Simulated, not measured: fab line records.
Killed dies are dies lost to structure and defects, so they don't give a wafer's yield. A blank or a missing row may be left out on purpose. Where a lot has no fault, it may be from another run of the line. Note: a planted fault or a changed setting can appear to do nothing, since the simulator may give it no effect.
fab line records	flow berkeleyCmos170
record: lots: 5	wafers: 23
route steps=331 shown ZERO@7 NWELL@28 PWELL@39 ACTIVE@68 PFIELD@86 PVT@123 GATE@133 NLDD@161 CONTACT@217
startH: the number of hours between the record's first day and the start of the first shown wafer of the lot	waitH: how many hours have passed since the lot's step before this one	" unchanged from the row above	L1.1+2: several wafers, shown together as one row	- no value, or no start was given	* or withheld: withheld	< > ~ a bound
route shown NAME@n: a module of which the file shows steps, and the number in the route of the first	usual: average and standard deviation across the fault-free wafers	same: alike in all rows	chamber/n: place in a boat	sites: per-site readings	_std_site: standard deviation across them	_edge_site: the outer-site mean with the inner-site mean subtracted	radiusMm: for every site, how far away it sits from the centre of the wafer	mask NAME#n: copy n	behind: tool/chamber where the wafer was last shaped	hold: the reason the lot was held/the length of the hold in hours/how it ended	device: which transistor (n, p or np) failed to switch	end of line: tests run on the same wafers once the route is complete	for a step that has no rows: nothing shown but its recipe	killed: not the wafer's yield, but the dies lost to structure and defects at the first sort	map: dies across one wafer; x = killed, . = not, _ = none there
set.NAME: the setting as run; set.NAME@STEP: as run at that earlier step	model.NAME: the simulator's own value behind a step, which no gauge read
lots whose settings were changed on purpose; a table a step, a row a wafer
== steps ==
step: UCB170_ZERO_COAT_01
recipe: resist: KrF	spinRpm: 1500	resistThkNm: 900
lot.wafer	tool	chamber	startH	waitH	set.spinRpm	model.KrF_of_ZERO_COAT_01.thkNm
L075.1	lithoTrack-03	0	22.03	0.1	1465	910
L075.2+6	"	0	"	"	1500	899.6
L075.3	"	0	"	"	1465	906.6
L075.4	"	0	"	"	1500	899
L076.1	lithoTrack-03	0	27.17	0.1	1500	899.3
L076.3	"	0	"	"	1500	900.8
L076.4	"	0	"	"	1500	901.6
L082.1	lithoTrack-01	0	57.48	0.1	1500	901
L082.3	"	0	"	"	1500	901.6
L082.4	"	0	"	"	1500	902.5
L082.5	"	0	"	"	1500	899.7
L082.6	"	0	"	"	1500	900.8
L083.1	lithoTrack-04	0	63.27	0.1	1500	900.9
L083.2	"	0	"	"	1532	891.5
L083.3	"	0	"	"	1532	892.6
L083.5	"	0	"	"	1500	899.3
L083.6	"	0	"	"	1500	903
L085.1	lithoTrack-04	0	74.52	0.1	1500	897.8
L085.2	"	0	"	"	1500	899.1
L085.3	"	0	"	"	1500	900.1
L085.4	"	0	"	"	1597	873.1
L085.5	"	0	"	"	1597	871.9
step: UCB170_ZERO_SOFTBAKE_02
recipe: resist: KrF	tempC: 130	timeS: 60
lot.wafer	tool	chamber	startH	waitH	set.tempC
L075.1+6	lithoTrack-03	0	22.18	0.1	127.4
L075.2+3+4	"	0	"	"	130
L076.1+3+4	lithoTrack-03	0	27.32	0.1	130
L082.1+6	lithoTrack-01	0	57.63	0.1	127.6
L082.3+4+5	"	0	"	"	130
L083.1+3+6	lithoTrack-04	0	63.42	0.1	133.5
L083.2+5	"	0	"	"	130
L085.1+2+3+4+5	lithoTrack-04	0	74.67	0.1	130
step: UCB170_ZERO_EXPOSE_03
recipe: maskId: PM_MARKS	na: 0.5	sigmaOuter: 0.6	sourceShape: conventional	targetCdNm: 4000	doseMj: 30
step: UCB170_ZERO_PEB_04
recipe: pebTempC: 130	pebTimeS: withheld	resist: KrF
step: UCB170_ZERO_DEVELOP_05
recipe: developer: TMAH	developTimeS: 45	resist: KrF	devTempC: 21
step: UCB170_ZERO_ETCH_06
recipe: chemistry: CHF3/CF4/Ar	target: SiO2	timeS: 12	pressureMtorr: 100	rfW: 500	CHF3_flow_sccm: 50	cf4FlowSccm: 10	Ar_flow_sccm: 120	overEtchFrac: 1.58
step: UCB170_ZERO_STRIP_07
recipe: chemistry: O2	powerW: 400	pressureMtorr: 3500	platenTempC: withheld	o2FlowSccm: 400	overashFraction: 0.5
usual: stripTimeToEndpointS: 21.47/0.049
lot.wafer	tool	chamber	startH	waitH	set.spinRpm@ZERO_COAT_01	stripTimeToEndpointS
L075.1	plasmaAsher-04	1	23.04	0.0	1465	21.82
L075.2	"	0	"	"	1500	21.49
L075.3	"	1	"	"	1465	21.62
L075.4	"	0	"	"	1500	21.46
L075.6	"	1	"	"	1500	21.52
L076.1	plasmaAsher-03	0	28.01	0.0	1500	21.47
L076.3	"	0	"	"	1500	21.49
L076.4	"	1	"	"	1500	21.53
L082.1	plasmaAsher-03	0	59.16	0.0	1500	21.56
L082.3	"	1	"	"	1500	21.52
L082.4	"	0	"	"	1500	21.53
L082.5	"	0	"	"	1500	21.46
L082.6	"	1	"	"	1500	21.59
L083.1	plasmaAsher-01	1	63.98	0.0	1500	21.36
L083.2	"	0	"	"	1532	21.25
L083.3	"	1	"	"	1532	21.18
L083.5	"	0	"	"	1500	21.46
L083.6	"	1	"	"	1500	21.44
L085.1	plasmaAsher-04	0	75.60	0.0	1500	21.42
L085.2	"	1	"	"	1500	21.44
L085.3	"	0	"	"	1500	21.48
L085.4	"	1	"	"	1597	20.82
L085.5	"	1	"	"	1597	20.78
step: UCB170_NWELL_IMPLANT_14
recipe: species: P	doseCm2: 1e+13	energyKev: 150	tiltDeg: 7
lot.wafer	tool	chamber	startH	waitH	set.doseCm2
L075.1+4	implanter-04	0	36.19	0.1	1e+13
L075.2+3+6	"	0	"	"	1.042e+13
L076.1+3+4	implanter-02	0	36.45	0.1	1e+13
L082.1+3+4+5+6	implanter-03	0	71.05	0.1	1e+13
L083.1+6	implanter-04	0	76.01	0.1	1e+13
L083.2+3+5	"	0	"	"	1.055e+13
L085.1+2+3+4+5	implanter-04	0	88.51	0.1	1e+13
step: UCB170_NWELL_STRIP_15
recipe: chemistry: O2	powerW: 400	pressureMtorr: 3500	platenTempC: withheld	o2FlowSccm: 400	overashFraction: 0.5
step: UCB170_NWELL_TW_MEAS_16
usual: NWELL_TW: 1252/9.2
lot.wafer	tool	chamber	startH	waitH	set.doseCm2@NWELL_IMPLANT_14	NWELL_TW
L075.1	filmMetro-03	-	36.44	0.1	1e+13	1267
L075.2	"	-	"	"	1.042e+13	1282
L075.3	"	-	"	"	1.042e+13	1287
L075.4	"	-	"	"	1e+13	1265
L075.6	"	-	"	"	1.042e+13	1280
L076.1	filmMetro-04	-	36.70	0.1	1e+13	1239
L076.3	"	-	"	"	1e+13	1244
L076.4	"	-	"	"	1e+13	1247
L082.1	filmMetro-04	-	71.30	0.1	1e+13	1238
L082.3	"	-	"	"	1e+13	1232
L082.4	"	-	"	"	1e+13	1236
L082.5	"	-	"	"	1e+13	1236
L082.6	"	-	"	"	1e+13	1245
L083.1	filmMetro-02	-	76.26	0.1	1e+13	1255
L083.2	"	-	"	"	1.055e+13	1276
L083.3	"	-	"	"	1.055e+13	1278
L083.5	"	-	"	"	1.055e+13	1274
L083.6	"	-	"	"	1e+13	1251
L085.1	filmMetro-02	-	88.76	0.1	1e+13	1257
L085.2	"	-	"	"	1e+13	1255
L085.3	"	-	"	"	1e+13	1256
L085.4	"	-	"	"	1e+13	1256
L085.5	"	-	"	"	1e+13	1253
step: UCB170_PWELL_CVD_05
recipe: material: Si3N4	targetThkNm: 220	tempC: 800	precursor: SiH2Cl2/NH3	timeS: 3300	pressureMtorr: 200	sih2cl2FlowSccm: 25	nh3FlowSccm: 75
lot.wafer	tool	chamber	startH	waitH	set.sih2cl2FlowSccm	model.Si3N4_of_PWELL_CVD_05.thkNm
L075.1	-	-	-	0.0	21.81	212.9
L075.2	"	-	"	"	21.81	212.8
L075.3	"	-	"	"	21.81	213.1
L075.4+6	"	-	"	"	21.81	212.6
L076.1	lpcvd-02	1	49.87	0.0	25	218.5
L076.3	"	1	"	"	25	218.9
L076.4	"	1	"	"	25	219.3
L082.1	-	-	-	0.0	26.58	221.1
L082.3	"	-	"	"	26.58	222.2
L082.4	"	-	"	"	26.58	219.9
L082.5	"	-	"	"	26.58	221.5
L082.6	"	-	"	"	26.58	221.6
L083.1+3	-	-	-	0.0	25	219.1
L083.2	"	-	"	"	25	219
L083.5	"	-	"	"	25	218.7
L083.6	"	-	"	"	25	219.4
L085.1	-	-	-	0.0	23.88	217
L085.2	"	-	"	"	23.88	220.3
L085.3	"	-	"	"	23.88	220
L085.4	"	-	"	"	23.88	218.1
L085.5	"	-	"	"	23.88	219.8
step: UCB170_ACTIVE_COAT_08
recipe: resist: KrF	spinRpm: 1500	resistThkNm: 900
lot.wafer	tool	chamber	startH	waitH	set.resistThkNm	model.KrF_of_ACTIVE_COAT_08.thkNm
L075.1	lithoTrack-03	0	77.74	0.1	858.6	858.9
L075.2	"	0	"	"	900	899.5
L075.3	"	0	"	"	858.6	859.3
L075.4	"	0	"	"	900	899.7
L075.6	"	0	"	"	858.6	858.3
L076.1	lithoTrack-02	0	77.90	0.1	900	903.8
L076.3	"	0	"	"	900	903.4
L076.4	"	0	"	"	900	901.2
L082.1	lithoTrack-04	0	122.94	0.1	900	900.3
L082.3	"	0	"	"	938.6	942.5
L082.4	"	0	"	"	900	902.3
L082.5	"	0	"	"	938.6	940.2
L082.6	"	0	"	"	900	902.7
L083.1	lithoTrack-03	0	122.95	0.1	937.7	940
L083.2	"	0	"	"	937.7	941.2
L083.3+5	"	0	"	"	900	904.2
L083.6	"	0	"	"	900	906
L085.1	lithoTrack-02	0	146.46	0.1	900	899.2
L085.2	"	0	"	"	900	901.9
L085.3	"	0	"	"	948.2	950
L085.4	"	0	"	"	948.2	949.7
L085.5	"	0	"	"	900	903.4
step: UCB170_ACTIVE_ETCH_15
recipe: chemistry: CH3F/Ar/O2	target: Si3N4	stopOn: SiO2	CH3F_flow_sccm: 20	Ar_flow_sccm: 50	O2_flow_sccm: 7	pressureMtorr: 50	rfW: 450	targetDepthA: 2420	overEtchFrac: 0.1	timeS: 151
lot.wafer	tool	chamber	startH	waitH	set.timeS	set.resistThkNm@ACTIVE_COAT_08	model.KrF_of_ACTIVE_COAT_08.thkNm
L075.1	rieDiel-02	2	78.80	0.0	151	858.6	674.7
L075.2	"	0	"	"	151	900	716.7
L075.3	"	1	"	"	151	858.6	673.3
L075.4	"	3	"	"	151	900	723.3
L075.6	"	0	"	"	151	858.6	675.1
L076.1	rieDiel-01	1	79.01	0.0	151	900	724.9
L076.3	"	0	"	"	151	900	730.7
L076.4	"	3	"	"	151	900	717.2
L082.1	rieDiel-01	3	124.68	0.0	151	900	722.6
L082.3	"	2	"	"	151	938.6	765.2
L082.4	"	0	"	"	134.3	900	746
L082.5	"	3	"	"	134.3	938.6	781.3
L082.6	"	2	"	"	151	900	725.2
L083.1	rieDiel-03	2	124.74	0.0	151	937.7	767.3
L083.2	"	0	"	"	139.7	937.7	773.1
L083.3	"	3	"	"	139.7	900	743.9
L083.5	"	2	"	"	151	900	730
L083.6	"	3	"	"	151	900	733.7
L085.1	rieDiel-02	1	148.09	0.0	145.3	900	722.5
L085.2	"	0	"	"	151	900	720.2
L085.3	"	2	"	"	151	948.2	771.1
L085.4	"	3	"	"	145.3	948.2	781.5
L085.5	"	3	"	"	145.3	900	734.7
step: UCB170_ACTIVE_STRIP_16
recipe: chemistry: O2	powerW: 400	pressureMtorr: 3500	platenTempC: withheld	o2FlowSccm: 400	overashFraction: 0.5
usual: stripTimeToEndpointS: 18.08/0.11
lot.wafer	tool	chamber	startH	waitH	set.resistThkNm@ACTIVE_COAT_08	stripTimeToEndpointS
L075.1	plasmaAsher-01	1	78.90	0.1	858.6	16.89
L075.2	"	0	"	"	900	17.90
L075.3	"	0	"	"	858.6	16.87
L075.4	"	1	"	"	900	18.06
L075.6	"	0	"	"	858.6	16.88
L076.1	plasmaAsher-04	0	79.11	0.1	900	18.10
L076.3	"	0	"	"	900	18.24
L076.4	"	1	"	"	900	17.92
L082.1	plasmaAsher-01	1	124.78	0.1	900	18.03
L082.3	"	0	"	"	938.6	19.06
L082.4	"	1	"	"	900	18.60
L082.5	"	1	"	"	938.6	19.43
L082.6	"	0	"	"	900	18.11
L083.1	plasmaAsher-04	0	124.84	0.1	937.7	19.11
L083.2	"	1	"	"	937.7	19.25
L083.3	"	0	"	"	900	18.55
L083.5	"	1	"	"	900	18.21
L083.6	"	0	"	"	900	18.31
L085.1	plasmaAsher-01	1	148.19	0.1	900	18.04
L085.2	"	0	"	"	900	17.98
L085.3	"	1	"	"	948.2	19.21
L085.4	"	0	"	"	948.2	19.45
L085.5	"	1	"	"	900	18.34
step: UCB170_PFIELD_IMPLANT_07
recipe: species: B	doseCm2: 2e+13	energyKev: 80	tiltDeg: 7
lot.wafer	tool	chamber	startH	waitH	set.doseCm2
L075.1+2+3+4+6	implanter-02	0	81.75	0.0	2e+13
L076.1+3+4	implanter-04	0	81.85	0.0	2e+13
L082.1+4	implanter-01	0	127.91	0.0	2.094e+13
L082.3+5+6	"	0	"	"	2e+13
L083.1+2+3+5+6	implanter-02	0	128.16	0.0	2e+13
L085.1+3+5	implanter-02	0	152.33	0.0	1.916e+13
L085.2+4	"	0	"	"	2e+13
step: UCB170_PFIELD_STRIP_08
recipe: chemistry: O2	powerW: 400	pressureMtorr: 3500	platenTempC: withheld	o2FlowSccm: 400	overashFraction: 0.5
step: UCB170_PFIELD_TW_MEAS_09
usual: PFIELD_TW: 602/3.9
lot.wafer	tool	chamber	startH	waitH	set.doseCm2@PFIELD_IMPLANT_07	PFIELD_TW
L075.1	filmMetro-02	-	82.00	0.1	2e+13	605
L075.2	"	-	"	"	2e+13	602
L075.3	"	-	"	"	2e+13	603
L075.4	"	-	"	"	2e+13	603
L075.6	"	-	"	"	2e+13	602
L076.1	filmMetro-04	-	82.10	0.1	2e+13	599
L076.3	"	-	"	"	2e+13	600
L076.4	"	-	"	"	2e+13	597
L082.1	filmMetro-02	-	128.16	0.1	2.094e+13	611
L082.3	"	-	"	"	2e+13	602
L082.4	"	-	"	"	2.094e+13	611
L082.5	"	-	"	"	2e+13	605
L082.6	"	-	"	"	2e+13	601
L083.1	filmMetro-03	-	128.41	0.1	2e+13	601
L083.2	"	-	"	"	2e+13	606
L083.3	"	-	"	"	2e+13	604
L083.5	"	-	"	"	2e+13	607
L083.6	"	-	"	"	2e+13	604
L085.1	filmMetro-04	-	152.58	0.1	1.916e+13	593
L085.2	"	-	"	"	2e+13	602
L085.3	"	-	"	"	1.916e+13	593
L085.4	"	-	"	"	2e+13	602
L085.5	"	-	"	"	1.916e+13	595
step: UCB170_PVT_STRIP_08
recipe: chemistry: O2	powerW: 400	pressureMtorr: 3500	platenTempC: withheld	o2FlowSccm: 400	overashFraction: 0.5
usual: oesProductAu: 0.734/0.0053
lot.wafer	tool	chamber	startH	waitH	set.overashFraction	oesProductAu
L075.1	plasmaAsher-02	0	122.55	0.1	0.5	0.734
L075.2	"	1	"	"	0.5	0.732
L075.3	"	1	"	"	0.5742	0.717
L075.4	"	0	"	"	0.5742	0.701
L075.6	"	1	"	"	0.5	0.738
L076.1	plasmaAsher-04	1	122.97	0.1	0.5	0.728
L076.3	"	0	"	"	0.5	0.736
L076.4	"	1	"	"	0.5	0.727
L082.1	plasmaAsher-04	0	155.23	0.1	0.5	0.734
L082.3	"	1	"	"	0.5592	0.707
L082.4	"	0	"	"	0.5	0.739
L082.5	"	1	"	"	0.5	0.733
L082.6	"	0	"	"	0.5592	0.719
L083.1	plasmaAsher-03	1	155.50	0.1	0.6393	0.685
L083.2	"	0	"	"	0.5	0.736
L083.3	"	0	"	"	0.6393	0.695
L083.5	"	1	"	"	0.6393	0.692
L083.6	"	0	"	"	0.5	0.728
L085.1	plasmaAsher-03	1	178.47	0.1	0.5934	0.713
L085.2	"	0	"	"	0.5	0.732
L085.3	"	0	"	"	0.5934	0.693
L085.4	"	1	"	"	0.5934	0.702
L085.5	"	0	"	"	0.5	0.730
step: UCB170_GATE_COAT_07
recipe: resist: KrF	spinRpm: 1500	resistThkNm: 900
lot.wafer	tool	chamber	startH	waitH	set.spinRpm	model.KrF_of_GATE_COAT_07.thkNm
L075.1	lithoTrack-02	0	-	-	1500	899.3
L075.2	"	0	"	"	1407	928.3
L075.3	"	0	"	"	1407	931.3
L075.4	"	0	"	"	1500	901.4
L075.6	"	0	"	"	1500	902.1
L076.1	lithoTrack-04	0	-	-	1500	902.3
L076.3	"	0	"	"	1500	902.5
L076.4	"	0	"	"	1500	904.2
L082.1	lithoTrack-04	0	-	-	1500	895.7
L082.3	"	0	"	"	1596	870.6
L082.4	"	0	"	"	1500	896
L082.5	"	0	"	"	1596	868.8
L082.6	"	0	"	"	1500	898.9
L083.1	lithoTrack-03	0	-	-	1500	897.8
L083.2	"	0	"	"	1534	886.4
L083.3	"	0	"	"	1500	893.5
L083.5	"	0	"	"	1534	886
L083.6	"	0	"	"	1534	887
L085.1	lithoTrack-04	0	-	-	1500	899.9
L085.2	"	0	"	"	1500	902.3
L085.3	"	0	"	"	1500	902
L085.4	"	0	"	"	1500	906.5
L085.5	"	0	"	"	1500	902.6
step: UCB170_NLDD_EXPOSE_03
recipe: maskId: NSELECT	na: 0.5	sigmaOuter: 0.6	sourceShape: conventional	targetCdNm: 1200	doseMj: 30
lot.wafer	tool	chamber	startH	waitH	mask	set.doseMj
L075.1+2+3+4+6	krfScanner-01	0	134.31	0.3	NSELECT#0	30
L076.1+3+4	krfScanner-01	0	134.61	0.1	NSELECT#0	30
L083.1+2+3	krfScanner-01	0	169.67	0.1	NSELECT#0	30
L083.5+6	"	0	"	"	NSELECT#0	27.81
L082.1+3+4	krfScanner-01	0	169.83	0.1	NSELECT#0	30
L082.5+6	"	0	"	"	NSELECT#0	28.79
L085.1+4	krfScanner-01	0	192.82	0.2	NSELECT#0	30
L085.2+3+5	"	0	"	"	NSELECT#0	31.62
step: UCB170_NLDD_PEB_04
recipe: pebTempC: 130	pebTimeS: withheld	resist: KrF
step: UCB170_NLDD_DEVELOP_05
recipe: developer: TMAH	developTimeS: 45	resist: KrF	devTempC: 21
step: UCB170_NLDD_CD_MEAS_06
recipe: targetCdNm: 1200
usual: cdNm: 1200.5/1.5
lot.wafer	tool	chamber	startH	waitH	set.doseMj@NLDD_EXPOSE_03	cdNm
L075.1	cdSem-02	-	134.88	-	30	1199.6
L075.2	"	-	"	"	30	1200.8
L075.3	"	-	"	"	30	1200.2
L075.4	"	-	"	"	30	1200.5
L075.6	"	-	"	"	30	1201.0
L076.1	cdSem-01	-	135.00	-	30	1201.1
L076.3	"	-	"	"	30	1201.7
L076.4	"	-	"	"	30	1201.5
L083.1	cdSem-01	-	170.38	-	30	1198.8
L083.2	"	-	"	"	30	1198.7
L083.3	"	-	"	"	30	1198.8
L083.5	"	-	"	"	27.81	1185.2
L083.6	"	-	"	"	27.81	1184.2
L082.1	cdSem-02	-	170.45	-	30	1199.3
L082.3	"	-	"	"	30	1199.0
L082.4	"	-	"	"	30	1200.0
L082.5	"	-	"	"	28.79	1192.7
L082.6	"	-	"	"	28.79	1191.5
L085.1	cdSem-01	-	193.22	-	30	1196.8
L085.2	"	-	"	"	31.62	1207.1
L085.3	"	-	"	"	31.62	1207.2
L085.4	"	-	"	"	30	1197.8
L085.5	"	-	"	"	31.62	1208.7
step: UCB170_CONTACT_CVD_01
recipe: material: PSG	targetThkNm: 700	tempC: 450	precursor: SiH4/O2/PH3	timeS: 2820	pressureMtorr: 300	sih4FlowSccm: 60	o2FlowSccm: 90	ph3FlowSccm: 25
lot.wafer	tool	chamber	startH	waitH	set.o2FlowSccm	model.PSG_of_CONTACT_CVD_01.thkNm
L075.1	-	-	-	0.0	101	744.3
L075.2	"	-	"	"	101	738.8
L075.3	"	-	"	"	101	744.1
L075.4	"	-	"	"	101	744.5
L075.6	"	-	"	"	101	740.2
L076.1	lpcvd-02	0	150.10	0.4	90	705.6
L076.3	"	0	"	"	90	705.4
L076.4	"	0	"	"	90	704.6
L082.1	-	-	-	1.1	90	719.1
L082.3	"	-	"	"	90	704.2
L082.4	"	-	"	"	90	709.9
L082.5	"	-	"	"	90	719
L082.6	"	-	"	"	90	706.3
L083.1	-	-	-	0.7	102.2	749.1
L083.2	"	-	"	"	102.2	753.6
L083.3	"	-	"	"	102.2	751.7
L083.5	"	-	"	"	102.2	754.3
L083.6	"	-	"	"	102.2	753.2
L085.1+2	-	-	-	2.2	79.04	648.5
L085.3	"	-	"	"	79.04	649.8
L085.4	"	-	"	"	79.04	651.3
L085.5	"	-	"	"	79.04	652
step: UCB170_CONTACT_THK_MEAS_02
recipe: reads: PSG_of_CONTACT_CVD_01
usual: CONTACT_PSG_THK: 704/5.6
lot.wafer	tool	chamber	startH	waitH	set.o2FlowSccm@CONTACT_CVD_01	CONTACT_PSG_THK[nm]
L075.1	filmMetro-02	-	-	-	101	744
L075.2	"	-	"	"	101	738
L075.3	"	-	"	"	101	744
L075.4	"	-	"	"	101	745
L075.6	"	-	"	"	101	741
L076.1	filmMetro-03	-	151.89	0.0	90	706
L076.3	"	-	"	"	90	705
L076.4	"	-	"	"	90	705
L082.1	filmMetro-01	-	-	-	90	719
L082.3	"	-	"	"	90	704
L082.4	"	-	"	"	90	710
L082.5	"	-	"	"	90	719
L082.6	"	-	"	"	90	706
L083.1	filmMetro-03	-	-	-	102.2	749
L083.2	"	-	"	"	102.2	754
L083.3	"	-	"	"	102.2	752
L083.5	"	-	"	"	102.2	754
L083.6	"	-	"	"	102.2	754
L085.1	filmMetro-03	-	-	-	79.04	648
L085.2	"	-	"	"	79.04	649
L085.3	"	-	"	"	79.04	649
L085.4	"	-	"	"	79.04	651
L085.5	"	-	"	"	79.04	653
== key ==
split: step: UCB170_ZERO_COAT_01	setting: spinRpm	stated: 1500	by: wafer
response: step: UCB170_ZERO_COAT_01	reading: model.KrF_of_ZERO_COAT_01.thkNm	change: -4.08	per: 1%	r: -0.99
response: step: UCB170_ZERO_STRIP_07	reading: stripTimeToEndpointS	change: *	per: 1%	r: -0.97
split: step: UCB170_ZERO_SOFTBAKE_02	setting: tempC	stated: 130	by: wafer
response none clear
split: step: UCB170_NWELL_IMPLANT_14	setting: doseCm2	stated: 1e+13	by: wafer
response: step: UCB170_NWELL_TW_MEAS_16	reading: NWELL_TW	change: +4.18	per: 1%	r: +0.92
split: step: UCB170_PWELL_CVD_05	setting: sih2cl2FlowSccm	stated: 25	by: lot
response: step: UCB170_PWELL_CVD_05	reading: model.Si3N4_of_PWELL_CVD_05.thkNm	change: +0.426	per: 1%	r: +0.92
split: step: UCB170_ACTIVE_COAT_08	setting: resistThkNm	stated: 900	by: wafer
response: step: UCB170_ACTIVE_COAT_08	reading: model.KrF_of_ACTIVE_COAT_08.thkNm	change: +8.94	per: 1%	r: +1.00
response: step: UCB170_ACTIVE_ETCH_15	reading: model.KrF_of_ACTIVE_COAT_08.thkNm	change: +9.38	per: 1%	r: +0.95
response: step: UCB170_ACTIVE_STRIP_16	reading: stripTimeToEndpointS	change: *	per: 1%	r: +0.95
split: step: UCB170_ACTIVE_ETCH_15	setting: timeS	stated: 151	by: wafer
response none clear
split: step: UCB170_PFIELD_IMPLANT_07	setting: doseCm2	stated: 2e+13	by: wafer
response: step: UCB170_PFIELD_TW_MEAS_09	reading: PFIELD_TW	change: +1.85	per: 1%	r: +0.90
split: step: UCB170_PVT_STRIP_08	setting: overashFraction	stated: 0.5	by: wafer
response: step: UCB170_PVT_STRIP_08	reading: oesProductAu	change: -0.00156	per: 1%	r: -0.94
split: step: UCB170_GATE_COAT_07	setting: spinRpm	stated: 1500	by: wafer
response: step: UCB170_GATE_COAT_07	reading: model.KrF_of_GATE_COAT_07.thkNm	change: -4.42	per: 1%	r: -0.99
split: step: UCB170_NLDD_EXPOSE_03	setting: doseMj	stated: 30	by: wafer
response: step: UCB170_NLDD_CD_MEAS_06	reading: cdNm	change: +1.91	per: 1%	r: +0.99
split: step: UCB170_CONTACT_CVD_01	setting: o2FlowSccm	stated: 90	by: lot
response: step: UCB170_CONTACT_CVD_01	reading: model.PSG_of_CONTACT_CVD_01.thkNm	change: +3.76	per: 1%	r: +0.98
response: step: UCB170_CONTACT_THK_MEAS_02	reading: CONTACT_PSG_THK	change: +3.77	per: 1%	r: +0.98
